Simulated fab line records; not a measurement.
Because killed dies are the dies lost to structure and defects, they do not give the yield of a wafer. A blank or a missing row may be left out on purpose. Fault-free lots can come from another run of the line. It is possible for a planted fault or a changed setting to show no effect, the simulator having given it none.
fab line records    flow rit_cmos
[record] lots = 6  wafers = 18  last_day = 7
route steps=202 shown ACTIVE@8 FOX1@20 FOX2@23 M1@202
lots with no fault: from the same line, run without faults
start_h: hours from the record's opening day to when the first of the lot's shown wafers began    wait_h: how many hours have passed since the lot's step before this one    " identical to the entry in the row above    L1.1+2: a row that stands for several wafers    - no value, or no start was given    * or withheld: withheld    < > ~ a bound
route shown NAME@n: NAME is a module with steps in the file, n the number in the route of the first one    usual: average and standard deviation across the fault-free wafers    same: alike in all rows    chamber/n: place in a boat    sites: readings site by site    _std_site: their standard deviation    _edge_site: inner sites' mean taken away from outer sites' mean    radius_mm: how far each site lies from the wafer's centre    mask NAME#n: copy n    behind: the most recent tool/chamber to have shaped the wafer    hold: why the lot went on hold/how many hours it stayed there/how the hold came to an end    device: which transistor (n, p or np) failed to switch    end of line: tests run on the same wafers once the route is complete    step lacking rows: just its recipe    killed: dies lost to structure and defects at the first sort, not the wafer's yield    map: a wafer's dies, x killed, . not, _ none there
set.NAME: the run value of the setting; set.NAME@STEP: its run value at that earlier step    model.NAME: the simulator's own value behind a step, which no gauge read
a table for each step, a row for each wafer; lots at some steps of the route
services: when a tool's chamber went out of use (start_h, in hours from the record's first day, below 0 if earlier), for how many hours, and the reason
[[steps]]
[step RIT_ACTIVE_SOFTBAKE_07]
[recipe] resist = NOVOLAK  temp_c = 90  time_s = 60
[step RIT_ACTIVE_EXPOSE_08]
[recipe] mask_id = M1  na = 0.6  source_shape = conventional  sigma_outer = 0.6  target_cd_nm = 1400  dose_mj = 225
[step RIT_ACTIVE_PEB_09]
[recipe] resist = NOVOLAK  temp_c = withheld  time_s = withheld
[step RIT_ACTIVE_DEVELOP_10]
[recipe] resist = NOVOLAK  develop_time_s = 50  dev_temp_c = 23
[step RIT_ACTIVE_CD_MEAS_11]
[recipe] target_cd_nm = 1400
[usual] cd_nm = 1399.9/2.3
lot.wafer  tool       chamber  start_h  wait_h  cd_nm
L636.4     cd_sem-02  -        25.47    -       1403.7
L636.5     "          -        "        "       1400.1
L636.6     "          -        "        "       1401.2
L642.3     cd_sem-01  -        54.59    -       1404.5
L642.5     "          -        "        "       1404.1
L642.6     "          -        "        "       1404.6
L645.1     cd_sem-01  -        69.56    -       1398.1
L645.3     "          -        "        "       1400.0
L645.6     "          -        "        "       1397.9
L650.1     cd_sem-01  -        95.02    -       1398.4
L650.3     "          -        "        "       1397.9
L650.5     "          -        "        "       1397.9
L655.2     cd_sem-01  -        119.49   -       1400.5
L655.3     "          -        "        "       1399.3
L655.4     "          -        "        "       1400.6
L657.1     cd_sem-02  -        131.14   -       1400.6
L657.3     "          -        "        "       1401.4
L657.6     "          -        "        "       1400.1
[step RIT_ACTIVE_HARDBAKE_12]
[recipe] resist = NOVOLAK  temp_c = 140  time_s = 60
[step RIT_ACTIVE_ETCH_13]
[recipe] stop_on = SiO2  chemistry = SF6  target = Si3N4  time_s = 201.2  over_etch_frac = 0.4  SF6_flow_sccm = 200  pressure_mtorr = 260  rf_w = 125  target_depth_a = 2100
[usual] drypump_motor_current_A = 5.9/0.49  oes_product_au = 0.838/0.011  throttle_valve_pct = 7.49/0.082
lot.wafer  tool         chamber  start_h  wait_h  drypump_motor_current_A  oes_product_au  rf_hours_counter_h  throttle_valve_pct
L636.4     rie_diel-01  0        25.68    0.1     5.1                      0.853           21                  7.40
L636.5     "            2        "        "       5.4                      0.841           -                   7.46
L636.6     "            3        "        "       6.0                      0.834           -                   7.54
L642.3     rie_diel-01  1        54.82    0.1     6.2                      0.843           97                  7.39
L642.5     "            0        "        "       5.1                      0.854           -                   7.39
L642.6     "            2        "        "       5.4                      0.844           -                   7.47
L645.1     rie_diel-04  3        69.83    0.1     5.7                      0.841           35                  7.54
L645.3     "            1        "        "       6.4                      0.835           151                 7.35
L645.6     "            0        "        "       5.6                      0.835           -                   7.39
L650.1     rie_diel-03  0        95.29    0.1     6.0                      0.809           69                  7.58
L650.3     "            2        "        "       5.3                      0.841           7                   7.48
L650.5     "            3        "        "       6.4                      0.832           -                   7.53
L655.2     rie_diel-01  1        119.74   0.1     6.2                      0.843           99                  7.40
L655.3     "            3        "        "       5.9                      0.836           144                 7.52
L655.4     "            2        "        "       5.4                      0.845           2                   7.48
L657.1     rie_diel-04  1        131.41   0.1     6.4                      0.838           152                 7.39
L657.3     "            3        "        "       5.7                      0.841           36                  7.55
L657.6     "            2        "        "       6.2                      0.834           -                   7.47
[step RIT_ACTIVE_STRIP_14]
[recipe] chemistry = O2  time_s = 180  resist = NOVOLAK  platen_temp_c = withheld  power_w = 500  pressure_mtorr = 4000  o2_flow_sccm = 4000
[usual] drypump_motor_current_A = 5.78/0.3
lot.wafer  tool             chamber  start_h  wait_h  drypump_motor_current_A  rf_hours_counter_h
L636.4     plasma_asher-02  0        25.87    0.1     5.69                     -
L636.5     "                0        "        "       5.68                     -
L636.6     "                1        "        "       5.77                     -
L642.3     plasma_asher-04  0        55.01    0.1     6.00                     -
L642.5     "                0        "        "       6.02                     -
L642.6     "                1        "        "       5.75                     -
L645.1     plasma_asher-02  0        69.97    0.1     5.68                     41
L645.3     "                0        "        "       5.71                     -
L645.6     "                1        "        "       5.77                     -
L650.1     plasma_asher-04  1        95.42    0.1     5.73                     48
L650.3     "                1        "        "       5.75                     -
L650.5     "                0        "        "       6.01                     -
L655.2     plasma_asher-02  0        119.87   0.1     5.68                     0
L655.3     "                0        "        "       5.71                     -
L655.4     "                1        "        "       5.78                     -
L657.1     plasma_asher-03  1        131.54   0.1     4.86                     28
L657.3     "                1        "        "       4.85                     -
L657.6     "                1        "        "       4.86                     -
[step RIT_ACTIVE_CD_MEAS_90]
[recipe] target_cd_nm = 1400
[usual] cd_nm = 1400.0/2.3
lot.wafer  tool       chamber  start_h  wait_h  cd_nm
L636.4     cd_sem-02  -        26.10    0.2     1403.6
L636.5     "          -        "        "       1400.7
L636.6     "          -        "        "       1401.9
L642.3     cd_sem-01  -        55.17    0.1     1404.8
L642.5     "          -        "        "       1404.6
L642.6     "          -        "        "       1404.7
L645.1     cd_sem-02  -        70.14    0.1     1398.6
L645.3     "          -        "        "       1400.5
L645.6     "          -        "        "       1398.4
L650.1     cd_sem-02  -        95.60    0.1     1398.3
L650.3     "          -        "        "       1397.8
L650.5     "          -        "        "       1398.4
L655.2     cd_sem-01  -        120.07   0.1     1400.3
L655.3     "          -        "        "       1399.1
L655.4     "          -        "        "       1400.6
L657.1     cd_sem-02  -        131.72   0.1     1401.0
L657.3     "          -        "        "       1401.1
L657.6     "          -        "        "       1399.6
[step RIT_ACTIVE_CLEAN_15]
[recipe] chemistry = SC1  mix = 3:3:50  time_s = 600  temp_c = 75
[step RIT_ACTIVE_CLEAN_16]
[recipe] chemistry = dHF  dilution = 50:1  time_s = 30
[step RIT_ACTIVE_CLEAN_17]
[recipe] chemistry = SC2  mix = 3:3:50  time_s = 600  temp_c = 75  dry = n2_spin
[step RIT_FOX1_OXIDATION_00]
[recipe] temp_c = 1100  ambient = H2O  target_thk_a = 3507  p_h2o_torr = 720  ox_time_s = 1130
[usual] zone_power_source_pct = 43/4
lot.wafer  tool        chamber  start_h  wait_h  zone_power_source_pct  model.SiO2_of_FOX1_OXIDATION_00.thk_nm  model.Si3N4_of_ACTIVE_CVD_03.thk_nm
L636.4     furnace-04  0        26.56    0.0     38                     352.6                                   142.4
L636.5     "           0        "        "       38                     348.6                                   141.9
L636.6     "           0        "        "       39                     345.2                                   141.9
L642.3     furnace-03  0        56.43    0.8     42                     223                                     146.6
L642.5     "           0        "        "       43                     222                                     145.9
L642.6     "           0        "        "       42                     229                                     145.4
L645.1     furnace-03  0        71.08    0.4     42                     213                                     143.6
L645.3     "           0        "        "       42                     218.3                                   143.2
L645.6     "           0        "        "       42                     217.3                                   141.8
L650.1     furnace-04  0        97.27    1.2     38                     347.8                                   142.8
L650.3     "           0        "        "       38                     342.5                                   143.5
L650.5     "           0        "        "       38                     350.2                                   143.1
L655.2     furnace-01  0        123.21   2.6     48                     338.9                                   144.1
L655.3     "           0        "        "       49                     340.8                                   142.1
L655.4     "           0        "        "       49                     337                                     142.1
L657.1     furnace-03  0        132.21   0.0     42                     356.4                                   142.9
L657.3     "           0        "        "       43                     353.3                                   142.7
L657.6     "           0        "        "       42                     356.5                                   143.3
[step RIT_FOX1_THK_MEAS_01]
[recipe] reads = SiO2_of_FOX1_OXIDATION_00
[usual] FOX1_OXIDE_THK = 348/5.8
lot.wafer  tool           chamber  start_h  wait_h  FOX1_OXIDE_THK[nm]
L636.4     film_metro-01  -        27.90    0.0     352
L636.5     "              -        "        "       349
L636.6     "              -        "        "       345
L642.3     film_metro-01  -        57.76    0.0     223
L642.5     "              -        "        "       222
L642.6     "              -        "        "       229
L645.1     film_metro-02  -        72.39    0.0     213
L645.3     "              -        "        "       218
L645.6     "              -        "        "       217
L650.1     film_metro-01  -        98.58    0.0     348
L650.3     "              -        "        "       342
L650.5     "              -        "        "       350
L655.2     film_metro-02  -        124.54   0.0     339
L655.3     "              -        "        "       341
L655.4     "              -        "        "       337
L657.1     film_metro-03  -        133.52   0.0     356
L657.3     "              -        "        "       353
L657.6     "              -        "        "       356
[step RIT_FOX1_WET_ETCH_02]
[recipe] chemistry = BOE  target_depth_nm = 350  time_s = 390  temp_c = 21.5  dry = n2_spin  dilution = 10:1  target = SiO2
[step RIT_FOX2_OXIDATION_00]
[recipe] temp_c = 1100  ambient = H2O  target_thk_a = 3507  p_h2o_torr = 720  ox_time_s = 1130
[step RIT_FOX2_THK_MEAS_01]
[recipe] reads = SiO2_of_FOX2_OXIDATION_00
[usual] FOX2_OXIDE_THK = 349/5.8
lot.wafer  tool           chamber  start_h  wait_h  FOX2_OXIDE_THK[nm]
L636.4     film_metro-02  -        29.40    0.0     346
L636.5     "              -        "        "       347
L636.6     "              -        "        "       350
L642.3     film_metro-01  -        59.25    0.0     339
L642.5     "              -        "        "       345
L642.6     "              -        "        "       337
L645.1     film_metro-04  -        76.15    0.0     355
L645.3     "              -        "        "       354
L645.6     "              -        "        "       351
L650.1     film_metro-04  -        100.97   0.0     351
L650.3     "              -        "        "       354
L650.5     "              -        "        "       347
L655.2     film_metro-01  -        126.10   0.0     348
L655.3     "              -        "        "       344
L655.4     "              -        "        "       347
L657.1     film_metro-04  -        135.96   0.0     350
L657.3     "              -        "        "       350
L657.6     "              -        "        "       348
[step RIT_FOX2_CLEAN_02]
[recipe] chemistry = dHF  dilution = 50:1  time_s = 180
lot.wafer  tool          chamber  start_h  wait_h  model.Si3N4_of_ACTIVE_CVD_03.thk_nm
L636.4     wet_bench-03  1        29.43    0.0     130.6
L636.5+6   "             1        "        "       130.2
L642.3     wet_bench-04  2        59.29    0.0     134.8
L642.5     "             2        "        "       134.2
L642.6     "             2        "        "       133.6
L645.1     wet_bench-04  3        76.21    0.1     131.9
L645.3     "             3        "        "       131.5
L645.6     "             3        "        "       130
L650.1     wet_bench-03  1        101.03   0.1     131.1
L650.3     "             1        "        "       131.7
L650.5     "             1        "        "       131.3
L655.2     wet_bench-03  1        126.15   0.0     132.3
L655.3+4   "             1        "        "       130.3
L657.1     wet_bench-04  2        136.02   0.1     131.1
L657.3     "             2        "        "       130.9
L657.6     "             2        "        "       131.6
[step RIT_FOX2_WET_ETCH_03]
[recipe] chemistry = H3PO4  target = Si3N4  target_depth_nm = 195  temp_c = 165  time_s = 2700
[step RIT_M1_PROBE_99]
[usual] killed_at_front_end = 7/3.3  killed_dies = 7/3.3  killed_open = 3.3/1.9  killed_short = 3.6/2.1
[same] gross_dies = 264  killed_at_M0_to_M3 = 0  killed_at_M4_up = 0  killed_at_back_side = 0  killed_at_contacts = 0  killed_at_other = 0
lot.wafer  tool       chamber  start_h  wait_h  killed_at_front_end  killed_dies  killed_open  killed_short  model.etest.pplus_sal.width_nm  model.etest.nplus_sal.width_nm  model.etest.nldd.width_nm  model.etest.pldd.width_nm  model.etest.nmos_narrow.drive_ua_um  model.etest.pmos_narrow.drive_ua_um  model.etest.field_p_metal.vt_v  model.etest.field_p.vt_v
L636.4     prober-01  -        69.76    0.2     2                    2            1            1             3441                            3465                            3198                       3184                       227.8                                104.5                                -28.91                          -12.36
L636.5     prober-01  -        69.81    0.2     5                    5            4            1             3455                            3449                            3191                       3168                       230                                  104.5                                -28.92                          -12.36
L636.6     prober-01  -        69.86    0.2     4                    4            1            3             3432                            3425                            3177                       3183                       224.9                                102.9                                -29                             -12.39
L642.3     prober-01  -        103.01   0.2     4                    4            3            1             3633                            3618                            3281                       3289                       259.7                                118.2                                -31.53                          -13.52
L642.5     prober-01  -        103.11   0.2     5                    5            0            5             3603                            3612                            3292                       3279                       261.1                                119.7                                -31.4                           -13.53
L642.6     prober-01  -        103.16   0.2     7                    7            3            2             3615                            3612                            3299                       3264                       265.4                                120.6                                -31.61                          -13.47
L645.1     prober-02  -        119.85   0.1     7                    7            3            4             3579                            3580                            3268                       3251                       243.8                                107                                  -30.96                          -13.58
L645.3     prober-02  -        119.95   0.2     7                    7            4            3             3538                            3545                            3263                       3251                       243.3                                108.2                                -31.67                          -13.58
L645.6     prober-02  -        120.10   0.2     10                   10           6            4             3585                            3583                            3281                       3251                       236.4                                103.6                                -31.3                           -13.51
L650.1     prober-01  -        144.35   0.1     4                    4            2            2             3444                            3432                            3170                       3174                       227.6                                103.7                                -29.24                          -12.9
L650.3     prober-01  -        144.45   0.2     7                    7            4            3             3476                            3452                            3193                       3180                       230.1                                107.4                                -28.82                          -12.93
L650.5     prober-01  -        144.55   0.2     7                    7            2            5             3473                            3455                            3165                       3165                       230                                  105.8                                -29.54                          -12.91
L655.2     prober-02  -        168.27   0.1     6                    6            5            1             3472                            3478                            3188                       3188                       228.9                                101.7                                -29.19                          -12.74
L655.3     prober-02  -        168.32   0.2     4                    4            2            2             3447                            3441                            3189                       3190                       224.1                                101.9                                -30.49                          -12.79
L655.4     prober-02  -        168.37   0.2     8                    8            5            3             3448                            3450                            3162                       3201                       227.2                                102.8                                -30.17                          -12.81
L657.1     prober-02  -        176.68   0.1     6                    6            2            4             3424                            3426                            3141                       3140                       220.2                                101.3                                -29.2                           -12.47
L657.3     prober-02  -        176.78   0.2     4                    4            1            3             3430                            3435                            3148                       3151                       220.3                                100.5                                -29.07                          -12.41
L657.6     prober-02  -        176.93   0.2     6                    6            1            5             3409                            3414                            3147                       3146                       212.7                                97.09                                -29.05                          -12.42
// killed by level:class
L636.4 SPACER:geometric_particle:open=1 SILICIDE:geometric_particle:short=1
L636.5 FOX1:geometric_particle:open=2 FOX2:geometric_particle:short=1 GATE:geometric_particle:open=1 REOX:geometric_particle:open=1
L636.6 FOX1:geometric_particle:short=1 FOX1:geometric_particle:open=1 REOX:geometric_particle:short=1 SPACER:geometric_particle:short=1
L642.3 FOX1:geometric_particle:open=1 GATE:geometric_particle:open=1 GATE:geometric_particle:short=1 SPACER:geometric_particle:open=1
L642.5 FOX1:geometric_particle:short=2 GATE:geometric_particle:short=1 SPACER:geometric_particle:short=1 STARTING-WAFER:geometric_particle:short=1
L642.6 NWELL:coat_microbubble_printed=2 FOX1:geometric_particle:open=1 FOX2:geometric_particle:open=1 GATE:geometric_particle:short=1 GATE:geometric_particle:open=1 SILICIDE:geometric_particle:short=1
L645.1 GATE:geometric_particle:short=4 FOX1:geometric_particle:open=1 FOX2:geometric_particle:open=1 GATE:geometric_particle:open=1
L645.3 GATE:geometric_particle:open=3 SPACER:geometric_particle:short=2 FOX1:geometric_particle:open=1 GATE:geometric_particle:short=1
L645.6 FOX1:geometric_particle:short=2 GATE:geometric_particle:short=2 SPACER:geometric_particle:open=2 FOX1:geometric_particle:open=1 GATE:geometric_particle:open=1 REOX:geometric_particle:open=1 SILICIDE:geometric_particle:open=1
L650.1 GATE:geometric_particle:short=2 FOX1:geometric_particle:open=1 GATE:geometric_particle:open=1
L650.3 GATE:geometric_particle:open=2 SPACER:geometric_particle:open=2 GATE:geometric_particle:short=1 REOX:geometric_particle:short=1 SPACER:geometric_particle:short=1
L650.5 GATE:geometric_particle:short=3 SPACER:geometric_particle:open=2 FOX2:geometric_particle:short=1 SILICIDE:geometric_particle:short=1
L655.2 GATE:geometric_particle:open=2 FOX1:geometric_particle:open=1 FOX2:geometric_particle:open=1 GATE:geometric_particle:short=1 REOX:geometric_particle:open=1
L655.3 GATE:geometric_particle:short=2 GATE:geometric_particle:open=1 REOX:geometric_particle:open=1
L655.4 GATE:geometric_particle:open=3 GATE:geometric_particle:short=2 REOX:geometric_particle:short=1 SPACER:geometric_particle:open=1 SILICIDE:geometric_particle:open=1
L657.1 GATE:geometric_particle:short=2 GATE:geometric_particle:open=1 REOX:geometric_particle:short=1 SPACER:geometric_particle:short=1 SILICIDE:geometric_particle:open=1
L657.3 SPACER:geometric_particle:short=2 FOX2:geometric_particle:short=1 GATE:geometric_particle:open=1
L657.6 FOX1:geometric_particle:short=2 GATE:geometric_particle:short=2 FOX2:geometric_particle:short=1 GATE:geometric_particle:open=1
[[services]]
tool             chamber  start_h  hours  kind
rie_diel-03      2        13.62    4.4    repair
furnace-01       -        17.56    3.5    pm
rie_diel-04      -        21.50    0.3    repair
plasma_asher-04  -        32.25    2.2    repair
furnace-03       -        35.50    3.8    pm
plasma_asher-03  -        41.25    0.8    repair
rie_diel-01      0        43.39    5.3    repair
rie_diel-01      1        43.80    5.5    repair
rie_diel-01      3        47.80    8.6    repair
rie_diel-04      2        54.72    5.8    repair
rie_diel-03      1        68.17    6.2    repair
rie_diel-01      1        68.45    7.7    repair
rie_diel-03      0        68.49    5.7    repair
furnace-03       -        72.40    3.4    pm
wet_bench-03     -        79.36    2.7    repair
rie_diel-03      -        85.58    0.6    repair
rie_diel-03      2        96.21    16.5   repair
furnace-01       -        96.51    4.2    pm
plasma_asher-03  -        99.91    28.1   pm
rie_diel-01      2        102.47   12.0   repair
plasma_asher-02  -        108.75   9.0    pm
wet_bench-03     -        111.24   2.2    repair
furnace-04       -        115.36   3.7    pm
rie_diel-04      -        126.30   2.6    repair
[[key]]
[first_sign] step = RIT_FOX1_THK_MEAS_01  reading = FOX1_OXIDE_THK  direction = down  sigmas = 22  usual = 348  struck = 220
effect none on later readings
[model_effect] step = RIT_FOX1_OXIDATION_00  value = SiO2_of_FOX1_OXIDATION_00.thk_nm  without = 343.3  struck = 220.4
[model_effect] step = RIT_FOX2_CLEAN_02  value = Si3N4_of_ACTIVE_CVD_03.thk_nm  without = 130.4  struck = 132.7
[model_effect] step = RIT_M1_PROBE_99  value = etest.pplus_sal.width_nm  without = 3458  struck = 3592
met_at RIT_FOX1_OXIDATION_00
struck_wafers L642.3,L642.5,L642.6,L645.1,L645.3,L645.6
tester_left_out L642,L645
[fault] kind = process_parameter_drift  tool = furnace-03  chamber = -  onset_h = 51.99  steps = RIT_FOX1_OXIDATION_00  channel = ox_time_s  offset = *  shape = step  end_h = 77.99  acts_in = *  stated = *
// tester_left_out: of these lots the tester's yield and bins aren't shown, on N5 and GAA mostly nor the transistor test; their killed dies are dies lost to structure and defects alone, not to doping, threshold or leakage, so they don't give the yield
